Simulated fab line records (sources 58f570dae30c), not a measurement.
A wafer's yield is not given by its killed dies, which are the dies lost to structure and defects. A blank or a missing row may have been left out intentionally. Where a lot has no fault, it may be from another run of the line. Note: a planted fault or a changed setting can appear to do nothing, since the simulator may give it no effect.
fab line records	flow berkeleyCmos170
[record] lots = 5	wafers = 23
route steps=331 shown ZERO@7 NWELL@18 PWELL@39 WELLDRIVE@56 NVT@111 GATE@130
startH: hours from the record's first day to the start of the lot's first wafer shown	waitH: hours elapsed since this lot's preceding step	" as in the row above	L1.1+2: several wafers, shown together as one row	- either no value or no given start	* or withheld: withheld	< > ~ a bound
route shown NAME@n: names a module that has steps shown in the file, with the first one's number in the route	usual: the fault-free wafers' mean and standard deviation	same: alike in all rows	chamber/n: place in a boat	sites: per-site readings	_std_site: standard deviation across them	_edge_site: the outer-site mean with the inner-site mean subtracted	radiusMm: for every site, how far away it sits from the centre of the wafer	mask NAME#n: copy n	behind: tool/chamber where the wafer was last shaped	hold: why the lot went on hold/how many hours it stayed there/how the hold came to an end	device: names the non-switching transistor (n, p or np)	end of line: the route-end tests of the same wafers	a step given without rows: its recipe and nothing more	killed: the dies lost at the first sort to structure and to defects; this is not the yield of the wafer	map: a wafer's dies, x killed, . not, _ none there
set.NAME: setting as actually run; set.NAME@STEP: the setting as run at that earlier step	model.NAME: the simulator's own value behind a step, which no gauge read
lots run with intentionally changed settings; tables by step, rows by wafer
[[steps]]
[step UCB170_ZERO_COAT_01]
[recipe] resist = KrF	spinRpm = 1500	resistThkNm = 900
lot.wafer	tool	chamber	startH	waitH	set.spinRpm	model.KrF_of_ZERO_COAT_01.thkNm
L074.1	lithoTrack-01	0	21.94	0.1	1500	900.3
L074.2	"	0	"	"	1500	901.2
L074.4	"	0	"	"	1500	900.8
L074.5	"	0	"	"	1500	900.2
L074.6	"	0	"	"	1500	903.8
L075.1	lithoTrack-02	0	21.94	0.1	1500	897.4
L075.2	"	0	"	"	1500	899
L075.3	"	0	"	"	1500	897.1
L081.1	lithoTrack-03	0	53.93	0.1	1401	930.5
L081.2	"	0	"	"	1500	901
L081.4	"	0	"	"	1500	899
L081.5	"	0	"	"	1401	928
L081.6	"	0	"	"	1401	931
L080.1	lithoTrack-02	0	54.10	0.1	1555	882.9
L080.2	"	0	"	"	1500	898.8
L080.3	"	0	"	"	1500	900.5
L080.4	"	0	"	"	1500	896
L080.5	"	0	"	"	1555	880
L082.1	lithoTrack-03	0	62.37	0.1	1500	899
L082.2+6	"	0	"	"	1533	887.4
L082.3	"	0	"	"	1500	897.6
L082.4	"	0	"	"	1500	896.6
[step UCB170_ZERO_SOFTBAKE_02]
[recipe] resist = KrF	tempC = 130	timeS = 60
[step UCB170_ZERO_EXPOSE_03]
[recipe] maskId = PM_MARKS	na = 0.5	sigmaOuter = 0.6	sourceShape = conventional	targetCdNm = 4000	doseMj = 30
[step UCB170_ZERO_DEVELOP_05]
[recipe] developer = TMAH	developTimeS = 44.04	resist = KrF	devTempC = 21
[step UCB170_ZERO_ETCH_06]
[recipe] chemistry = CHF3/CF4/Ar	target = SiO2	timeS = 12	pressureMtorr = 100	rfW = 500	CHF3_flow_sccm = 50	cf4FlowSccm = 10	Ar_flow_sccm = 120	overEtchFrac = 1.58
[step UCB170_ZERO_STRIP_07]
[recipe] chemistry = O2	powerW = 400	pressureMtorr = 3500	platenTempC = withheld	o2FlowSccm = 400	overashFraction = 0.5
[usual] stripTimeToEndpointS = 21.42/0.051
lot.wafer	tool	chamber	startH	waitH	set.spinRpm@ZERO_COAT_01	stripTimeToEndpointS
L074.1	plasmaAsher-02	1	22.78	0.0	1500	21.48
L074.2	"	0	"	"	1500	21.51
L074.4	"	0	"	"	1500	21.48
L074.5	"	0	"	"	1500	21.48
L074.6	"	1	"	"	1500	21.57
L075.1	plasmaAsher-04	1	23.51	0.0	1500	21.43
L075.2	"	0	"	"	1500	21.47
L075.3	"	0	"	"	1500	21.41
L081.1	plasmaAsher-01	0	54.69	0.0	1401	22.22
L081.2	"	1	"	"	1500	21.50
L081.4	"	1	"	"	1500	21.46
L081.5	"	0	"	"	1401	22.15
L081.6	"	1	"	"	1401	22.20
L080.1	plasmaAsher-01	1	55.11	0.0	1555	21.05
L080.2	"	0	"	"	1500	21.45
L080.3	"	1	"	"	1500	21.49
L080.4	"	0	"	"	1500	21.37
L080.5	"	0	"	"	1555	20.98
L082.1	plasmaAsher-01	0	63.87	0.0	1500	21.45
L082.2	"	1	"	"	1533	21.18
L082.3	"	1	"	"	1500	21.40
L082.4	"	0	"	"	1500	21.39
L082.6	"	0	"	"	1533	21.15
[step UCB170_NWELL_CVD_04]
[recipe] material = Si3N4	targetThkNm = 224	tempC = 800	precursor = SiH2Cl2/NH3	timeS = 3360	pressureMtorr = 200	sih2cl2FlowSccm = 25	nh3FlowSccm = 75
lot.wafer	tool	chamber	startH	waitH	set.tempC	model.Si3N4_of_NWELL_CVD_04.thkNm
L074.1	-	-	-	3.2	817.8	306.9
L074.2	"	-	"	"	817.8	307.9
L074.4	"	-	"	"	817.8	305.9
L074.5	"	-	"	"	817.8	307.6
L074.6	"	-	"	"	817.8	306.1
L075.1	lpcvd-02	1	37.04	3.2	800	225.4
L075.2	"	1	"	"	800	225.7
L075.3	"	1	"	"	800	225.9
L080.1	-	-	-	0.0	806.6	251.2
L080.2+4	"	-	"	"	806.6	249.9
L080.3	"	-	"	"	806.6	252
L080.5	"	-	"	"	806.6	249.7
L081.1	-	-	-	0.0	800	226.1
L081.2	"	-	"	"	800	224.3
L081.4	"	-	"	"	800	224.1
L081.5+6	"	-	"	"	800	224
L082.1	-	-	-	0.0	785.5	168.7
L082.2	"	-	"	"	785.5	169.7
L082.3	"	-	"	"	785.5	168.6
L082.4	"	-	"	"	785.5	169.2
L082.6	"	-	"	"	785.5	169.1
[step UCB170_NWELL_THK_MEAS_05]
[recipe] reads = Si3N4_of_NWELL_CVD_04
[usual] NWELL_NITRIDE_THK = 223.2/1.8
lot.wafer	tool	chamber	startH	waitH	set.tempC@NWELL_CVD_04	NWELL_NITRIDE_THK[nm]
L074.1	filmMetro-03	-	-	-	817.8	306.8
L074.2	"	-	"	"	817.8	308.0
L074.4	"	-	"	"	817.8	305.8
L074.5	"	-	"	"	817.8	307.9
L074.6	"	-	"	"	817.8	305.7
L075.1	filmMetro-04	-	38.98	0.0	800	225.4
L075.2	"	-	"	"	800	225.8
L075.3	"	-	"	"	800	225.9
L080.1	filmMetro-01	-	-	-	806.6	251.3
L080.2	"	-	"	"	806.6	250.1
L080.3	"	-	"	"	806.6	251.9
L080.4	"	-	"	"	806.6	249.8
L080.5	"	-	"	"	806.6	249.6
L081.1	filmMetro-04	-	-	-	800	226.2
L081.2	"	-	"	"	800	224.3
L081.4	"	-	"	"	800	224.2
L081.5	"	-	"	"	800	224.2
L081.6	"	-	"	"	800	224.0
L082.1	filmMetro-04	-	-	-	785.5	168.7
L082.2	"	-	"	"	785.5	169.6
L082.3	"	-	"	"	785.5	168.7
L082.4	"	-	"	"	785.5	169.1
L082.6	"	-	"	"	785.5	169.1
[step UCB170_NWELL_ETCH_13]
[recipe] chemistry = CH3F/Ar/O2	target = Si3N4	stopOn = SiO2	CH3F_flow_sccm = 20	Ar_flow_sccm = 50	O2_flow_sccm = 7	pressureMtorr = 50	rfW = 450	targetDepthA = 2464	overEtchFrac = 0.1	timeS = 154
lot.wafer	tool	chamber	startH	waitH	set.timeS	model.etch.depthNm	model.KrF_of_NWELL_COAT_07.thkNm
L074.1	rieDiel-02	2	39.91	0.0	154	-	720.5
L074.2	"	0	"	"	146.5	231	729.6
L074.4	"	0	"	"	154	-	717.3
L074.5	"	3	"	"	146.5	-	729.2
L074.6	"	2	"	"	146.5	-	727.3
L075.1	rieDiel-03	0	40.03	0.0	154	225.4	721.1
L075.2	"	3	"	"	154	225.7	716.5
L075.3	"	1	"	"	154	225.9	720
L081.1	rieDiel-02	1	72.18	0.0	134.9	-	739.7
L081.2	"	0	"	"	154	224.3	720.2
L081.4	"	3	"	"	134.9	-	742.1
L081.5	"	2	"	"	154	224	721.2
L081.6	"	3	"	"	134.9	215.4	743.1
L080.1	rieDiel-04	1	72.42	0.0	154	-	718.6
L080.2	"	0	"	"	154	248.1	719.9
L080.3+4	"	2,3	"	"	154	-	719.4
L080.5	"	0	"	"	154	247.3	720.3
L082.1	rieDiel-04	0	78.98	0.0	154	-	720.9
L082.2	"	2	"	"	171.5	169.7	698.6
L082.3	"	3	"	"	154	168.6	720.4
L082.4	"	0	"	"	171.5	-	701.2
L082.6	"	2	"	"	154	-	720.1
[step UCB170_NWELL_IMPLANT_14]
[recipe] species = P	doseCm2 = 9.764e+12	energyKev = 150	tiltDeg = 7
[step UCB170_NWELL_STRIP_15]
[recipe] chemistry = O2	powerW = 400	pressureMtorr = 3500	platenTempC = withheld	o2FlowSccm = 400	overashFraction = 0.5
[usual] stripTimeToEndpointS = 17.96/0.061
lot.wafer	tool	chamber	startH	waitH	set.timeS@NWELL_ETCH_13	stripTimeToEndpointS
L074.1	plasmaAsher-01	1	40.17	0.1	154	17.98
L074.2	"	0	"	"	146.5	18.21
L074.4	"	0	"	"	154	17.91
L074.5	"	1	"	"	146.5	18.19
L074.6	"	0	"	"	146.5	18.14
L075.1	plasmaAsher-03	0	40.28	0.1	154	18.02
L075.2	"	1	"	"	154	17.89
L075.3	"	0	"	"	154	17.97
L081.1	plasmaAsher-01	1	72.43	0.1	134.9	18.45
L081.2	"	0	"	"	154	17.98
L081.4	"	1	"	"	134.9	18.51
L081.5	"	0	"	"	154	18.02
L081.6	"	1	"	"	134.9	18.53
L080.1	plasmaAsher-04	0	72.67	0.1	154	17.95
L080.2	"	1	"	"	154	17.98
L080.3	"	0	"	"	154	17.96
L080.4	"	1	"	"	154	17.96
L080.5	"	0	"	"	154	17.99
L082.1	plasmaAsher-01	0	79.23	0.1	154	18.00
L082.2	"	1	"	"	171.5	17.48
L082.3	"	1	"	"	154	17.99
L082.4	"	0	"	"	171.5	17.54
L082.6	"	1	"	"	154	17.99
[step UCB170_PWELL_CVD_05]
[recipe] material = Si3N4	targetThkNm = 220	tempC = 800	precursor = SiH2Cl2/NH3	timeS = 3300	pressureMtorr = 200	sih2cl2FlowSccm = 25	nh3FlowSccm = 75
lot.wafer	tool	chamber	startH	waitH	set.sih2cl2FlowSccm	model.Si3N4_of_PWELL_CVD_05.thkNm
L074.1+6	-	-	-	0.0	27.92	224
L074.2	"	-	"	"	27.92	223.7
L074.4	"	-	"	"	27.92	224.6
L074.5	"	-	"	"	27.92	223.2
L075.1	lpcvd-01	0	56.65	0.0	25	216.9
L075.2	"	0	"	"	25	217.6
L075.3	"	0	"	"	25	216.6
L080.1	-	-	-	0.0	22.15	212.6
L080.2	"	-	"	"	22.15	214.1
L080.3+5	"	-	"	"	22.15	212
L080.4	"	-	"	"	22.15	215
L081.1+5	-	-	-	0.0	27.04	226.3
L081.2	"	-	"	"	27.04	224.6
L081.4	"	-	"	"	27.04	224.5
L081.6	"	-	"	"	27.04	225.5
L082.1	-	-	-	0.0	27.28	221.5
L082.2	"	-	"	"	27.28	222
L082.3	"	-	"	"	27.28	222.3
L082.4	"	-	"	"	27.28	223.7
L082.6	"	-	"	"	27.28	222.4
[step UCB170_PWELL_IMPLANT_15]
[recipe] species = B	doseCm2 = 5e+12	energyKev = 60	tiltDeg = 7
lot.wafer	tool	chamber	startH	waitH	set.energyKev	model.implant.rpNm	model.implant.drpNm
L075.1+2+3	implanter-02	0	59.87	0.1	60	187.8	64.7
L074.1+4+6	implanter-04	0	60.11	0.1	63.56	197.8	66.68
L074.2+5	"	0	"	"	60	183.4	64.7
L081.1+5	implanter-02	0	92.13	0.1	62.04	188.5	65.85
L081.2+4+6	"	0	"	"	60	181.2	64.7
L080.1+2+5	implanter-03	0	92.37	0.1	60	189.8	64.7
L080.3+4	"	0	"	"	63.45	204.1	66.62
L082.1+2+3+4+6	implanter-02	0	100.04	0.1	60	191.8	64.7
[step UCB170_WELLDRIVE_OXIDATION_01]
[recipe] tempC = 1100	ambient = O2	targetThkA = 1990	oxTimeS = 9000
lot.wafer	tool	chamber	startH	waitH	set.tempC	model.SiO2_of_WELLDRIVE_OXIDATION_01.thkNm
L074.1	-	-	-	2.6	1133	231
L074.2	"	-	"	"	1133	230.9
L074.4	"	-	"	"	1133	230.4
L074.5	"	-	"	"	1133	230.2
L074.6	"	-	"	"	1133	233.6
L075.1	furnace-04	0	68.35	2.6	1100	198.7
L075.2	"	0	"	"	1100	198.2
L075.3	"	0	"	"	1100	200.1
L080.1	-	-	-	3.4	1111	206.7
L080.2	"	-	"	"	1111	206.4
L080.3	"	-	"	"	1111	211.6
L080.4	"	-	"	"	1111	211.7
L080.5	"	-	"	"	1111	210.8
L081.1	-	-	-	4.0	1070	158.7
L081.2	"	-	"	"	1070	160.8
L081.4	"	-	"	"	1070	160
L081.5	"	-	"	"	1070	160.3
L081.6	"	-	"	"	1070	158.2
L082.1	-	-	-	5.6	1085	177.1
L082.2	"	-	"	"	1085	181.5
L082.3	"	-	"	"	1085	178.1
L082.4	"	-	"	"	1085	181.7
L082.6	"	-	"	"	1085	179.9
[step UCB170_WELLDRIVE_THK_MEAS_02]
[recipe] reads = SiO2_of_WELLDRIVE_OXIDATION_01
[usual] WELLDRIVE_OXIDE_THK = 198/3.6
lot.wafer	tool	chamber	startH	waitH	set.tempC@WELLDRIVE_OXIDATION_01	WELLDRIVE_OXIDE_THK[nm]
L074.1	filmMetro-03	-	-	-	1133	231
L074.2	"	-	"	"	1133	231
L074.4	"	-	"	"	1133	230
L074.5	"	-	"	"	1133	230
L074.6	"	-	"	"	1133	234
L075.1	filmMetro-02	-	71.85	0.0	1100	199
L075.2	"	-	"	"	1100	198
L075.3	"	-	"	"	1100	200
L080.1	filmMetro-02	-	-	-	1111	207
L080.2	"	-	"	"	1111	206
L080.3	"	-	"	"	1111	212
L080.4	"	-	"	"	1111	212
L080.5	"	-	"	"	1111	211
L081.1	filmMetro-03	-	-	-	1070	159
L081.2	"	-	"	"	1070	161
L081.4	"	-	"	"	1070	160
L081.5	"	-	"	"	1070	160
L081.6	"	-	"	"	1070	158
L082.1	filmMetro-01	-	-	-	1085	177
L082.2	"	-	"	"	1085	182
L082.3	"	-	"	"	1085	178
L082.4	"	-	"	"	1085	182
L082.6	"	-	"	"	1085	180
[step UCB170_NVT_IMPLANT_07]
[recipe] species = BF2	doseCm2 = 3e+12	energyKev = 50	tiltDeg = 7
lot.wafer	tool	chamber	startH	waitH	set.energyKev	model.implant.rpNm	model.implant.drpNm
L075.1+2+3	implanter-04	0	134.99	0.0	50	38.06	18.57
L074.1+2+4+5+6	implanter-04	0	135.30	0.0	50	36.92	18.57
L080.1+3	implanter-01	0	167.74	0.0	50	36.26	18.57
L080.2+4+5	"	0	"	"	51.92	37.64	19.08
L081.1+2+4+5+6	implanter-02	0	167.92	0.0	50	37.57	18.57
L082.1+4	implanter-04	0	181.72	0.0	51.71	37.01	19.03
L082.2+3+6	"	0	"	"	50	35.8	18.57
[step UCB170_GATE_CVD_04]
[recipe] material = poly-Si	tempC = 610	precursor = SiH4	timeS = 1440	pressureMtorr = 375	targetThkNm = 214	sih4FlowSccm = 120
lot.wafer	tool	chamber	startH	waitH	set.tempC	model.poly-Si_of_GATE_CVD_04.thkNm
L074.1	-	-	-	1.6	610	215.9
L074.2+4	"	-	"	"	610	217.2
L074.5	"	-	"	"	610	216.6
L074.6	"	-	"	"	610	216.5
L075.1	lpcvd-01	1	151.07	1.6	610	213.4
L075.2	"	1	"	"	610	214.6
L075.3	"	1	"	"	610	213.1
L080.1	-	-	-	0.0	593.5	145.9
L080.2	"	-	"	"	593.5	145.5
L080.3	"	-	"	"	593.5	144.9
L080.4	"	-	"	"	593.5	143.5
L080.5	"	-	"	"	593.5	144.6
L081.1	-	-	-	0.0	621	279.3
L081.2	"	-	"	"	621	278.6
L081.4	"	-	"	"	621	279
L081.5	"	-	"	"	621	277.5
L081.6	"	-	"	"	621	277.7
L082.1	-	-	-	0.0	602.5	181.9
L082.2	"	-	"	"	602.5	183.2
L082.3	"	-	"	"	602.5	181.6
L082.4	"	-	"	"	602.5	182.1
L082.6	"	-	"	"	602.5	181.8
[step UCB170_GATE_THK_MEAS_05]
[recipe] reads = poly-Si_of_GATE_CVD_04
[usual] GATE_POLY_THK = 214.2/2.3
lot.wafer	tool	chamber	startH	waitH	set.tempC@GATE_CVD_04	GATE_POLY_THK[nm]
L074.1	filmMetro-03	-	-	-	610	216.0
L074.2	"	-	"	"	610	217.4
L074.4	"	-	"	"	610	217.1
L074.5	"	-	"	"	610	216.6
L074.6	"	-	"	"	610	216.4
L075.1	filmMetro-01	-	152.47	0.0	610	213.2
L075.2	"	-	"	"	610	214.7
L075.3	"	-	"	"	610	213.1
L080.1	filmMetro-03	-	-	-	593.5	145.9
L080.2	"	-	"	"	593.5	145.4
L080.3	"	-	"	"	593.5	145.0
L080.4	"	-	"	"	593.5	143.7
L080.5	"	-	"	"	593.5	144.6
L081.1	filmMetro-01	-	-	-	621	279.4
L081.2	"	-	"	"	621	278.6
L081.4	"	-	"	"	621	278.9
L081.5	"	-	"	"	621	277.5
L081.6	"	-	"	"	621	277.8
L082.1	filmMetro-03	-	-	-	602.5	181.9
L082.2	"	-	"	"	602.5	183.1
L082.3	"	-	"	"	602.5	181.5
L082.4	"	-	"	"	602.5	182.1
L082.6	"	-	"	"	602.5	181.9
[step UCB170_GATE_SOFTBAKE_08]
[recipe] resist = KrF	tempC = 130	timeS = 60
lot.wafer	tool	chamber	startH	waitH	set.timeS
L075.1+2+3	lithoTrack-01	0	-	-	60
L074.1+4+5	lithoTrack-04	0	-	-	67.16
L074.2+6	"	0	"	"	60
L080.1+5	lithoTrack-02	0	-	-	64.2
L080.2+3+4	"	0	"	"	60
L081.1+2	lithoTrack-04	0	-	-	52.76
L081.4+5+6	"	0	"	"	60
L082.1+2+6	lithoTrack-01	0	-	-	57.7
L082.3+4	"	0	"	"	60
[step UCB170_GATE_EXPOSE_09]
[recipe] maskId = POLY	targetCdNm = 350	na = 0.5	sigmaOuter = 0.6	sourceShape = conventional	doseMj = 21
[step UCB170_GATE_PEB_10]
[recipe] pebTempC = 130	pebTimeS = withheld	resist = KrF
[step UCB170_GATE_ETCH_14]
[recipe] chemistry = N2/H2	targetDepthA = withheld	overetchA = withheld	target = BARC	timeS = withheld	sourceW = 500	biasW = 100	pressureMtorr = 30	n2FlowSccm = 100	h2FlowSccm = 200
[step UCB170_GATE_ETCH_15]
[recipe] chemistry = HBr/Cl2	target = poly-Si	stopOn = SiO2	overEtchFrac = 0.3	icpW = 300	biasW = 150	timeS = 56.3	pressureMtorr = 15	HBr_flow_sccm = 150	Cl2_flow_sccm = 50	targetDepthA = 2782
[usual] oesProductAu = 0.833/0.016
lot.wafer	tool	chamber	startH	waitH	set.tempC@GATE_CVD_04	oesProductAu	model.GATE.featureDepthNm	model.etch.depthNm
L075.1	rieSi-01	2	154.57	-	610	0.821	213.4	213.4
L075.2	"	1	"	"	610	0.825	214.6	214.6
L075.3	"	3	"	"	610	0.824	213.1	213.1
L074.1	rieSi-02	1	154.81	-	610	0.858	215.9	-
L074.2	"	3	"	"	610	0.847	217.2	217.2
L074.4	"	0	"	"	610	0.816	217.2	-
L074.5	"	3	"	"	610	0.854	216.6	-
L074.6	"	2	"	"	610	0.850	216.5	-
L080.1	rieSi-02	0	184.21	-	593.5	0.628	145.9	-
L080.2	"	2	"	"	593.5	0.665	145.5	145.5
L080.3	"	3	"	"	593.5	0.657	144.9	-
L080.4	"	1	"	"	593.5	0.662	143.5	-
L080.5	"	1	"	"	593.5	0.669	144.6	144.6
L081.1	rieSi-01	1	184.45	-	621	0.985	279.3	-
L081.2	"	2	"	"	621	0.972	278.6	278.6
L081.4	"	0	"	"	621	1.007	279	-
L081.5	"	0	"	"	621	0.999	276	276
L081.6	"	1	"	"	621	0.990	277.3	277.3
L082.1	rieSi-01	0	201.92	-	602.5	0.760	181.9	-
L082.2	"	2	"	"	602.5	0.743	183.2	183.2
L082.3	"	1	"	"	602.5	0.737	181.6	181.6
L082.4	"	3	"	"	602.5	0.742	182.1	-
L082.6	"	2	"	"	602.5	0.739	181.9	-
[[key]]
[split] step = UCB170_ZERO_COAT_01	setting = spinRpm	stated = 1500	by = wafer
[response] step = UCB170_ZERO_COAT_01	reading = model.KrF_of_ZERO_COAT_01.thkNm	change = -4.56	per = 1%	r = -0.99
[response] step = UCB170_ZERO_STRIP_07	reading = stripTimeToEndpointS	change = *	per = 1%	r = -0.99
[split] step = UCB170_NWELL_CVD_04	setting = tempC	stated = 800	by = lot
[response] step = UCB170_NWELL_CVD_04	reading = model.Si3N4_of_NWELL_CVD_04.thkNm	change = +33.9	per = 1%	r = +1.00
[response] step = UCB170_NWELL_THK_MEAS_05	reading = NWELL_NITRIDE_THK	change = +33.9	per = 1%	r = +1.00
[split] step = UCB170_NWELL_ETCH_13	setting = timeS	stated = 154	by = wafer
[response] step = UCB170_NWELL_ETCH_13	reading = model.etch.depthNm	shape = bent	atLowest = 215.4	atStated = 223.7	atHighest = 169.7
[response] step = UCB170_NWELL_ETCH_13	reading = model.KrF_of_NWELL_COAT_07.thkNm	change = -1.76	per = 1%	r = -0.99
[response] step = UCB170_NWELL_STRIP_15	reading = stripTimeToEndpointS	change = *	per = 1%	r = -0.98
[split] step = UCB170_PWELL_CVD_05	setting = sih2cl2FlowSccm	stated = 25	by = lot
[response] step = UCB170_PWELL_CVD_05	reading = model.Si3N4_of_PWELL_CVD_05.thkNm	change = +0.509	per = 1%	r = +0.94
[split] step = UCB170_PWELL_IMPLANT_15	setting = energyKev	stated = 60	by = wafer
[response] step = UCB170_PWELL_IMPLANT_15	reading = model.implant.rpNm	change = +2.42	per = 1%	r = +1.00
[response] step = UCB170_PWELL_IMPLANT_15	reading = model.implant.drpNm	change = +0.335	per = 1%	r = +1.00
[split] step = UCB170_WELLDRIVE_OXIDATION_01	setting = tempC	stated = 1100	by = lot
[response] step = UCB170_WELLDRIVE_OXIDATION_01	reading = model.SiO2_of_WELLDRIVE_OXIDATION_01.thkNm	change = +12.5	per = 1%	r = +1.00
[response] step = UCB170_WELLDRIVE_THK_MEAS_02	reading = WELLDRIVE_OXIDE_THK	change = +12.5	per = 1%	r = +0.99
[split] step = UCB170_NVT_IMPLANT_07	setting = energyKev	stated = 50	by = wafer
[response] step = UCB170_NVT_IMPLANT_07	reading = model.implant.rpNm	change = +0.357	per = 1%	r = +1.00
[response] step = UCB170_NVT_IMPLANT_07	reading = model.implant.drpNm	change = +0.134	per = 1%	r = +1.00
[split] step = UCB170_GATE_CVD_04	setting = tempC	stated = 610	by = lot
[response] step = UCB170_GATE_CVD_04	reading = model.poly-Si_of_GATE_CVD_04.thkNm	change = +29.4	per = 1%	r = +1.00
[response] step = UCB170_GATE_THK_MEAS_05	reading = GATE_POLY_THK	change = +29.4	per = 1%	r = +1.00
[response] step = UCB170_GATE_ETCH_15	reading = oesProductAu	change = +0.0743	per = 1%	r = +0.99
[response] step = UCB170_GATE_ETCH_15	reading = model.GATE.featureDepthNm	change = +29.4	per = 1%	r = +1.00
[response] step = UCB170_GATE_ETCH_15	reading = model.etch.depthNm	change = +29.5	per = 1%	r = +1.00
[split] step = UCB170_GATE_SOFTBAKE_08	setting = timeS	stated = 60	by = wafer
response none clear
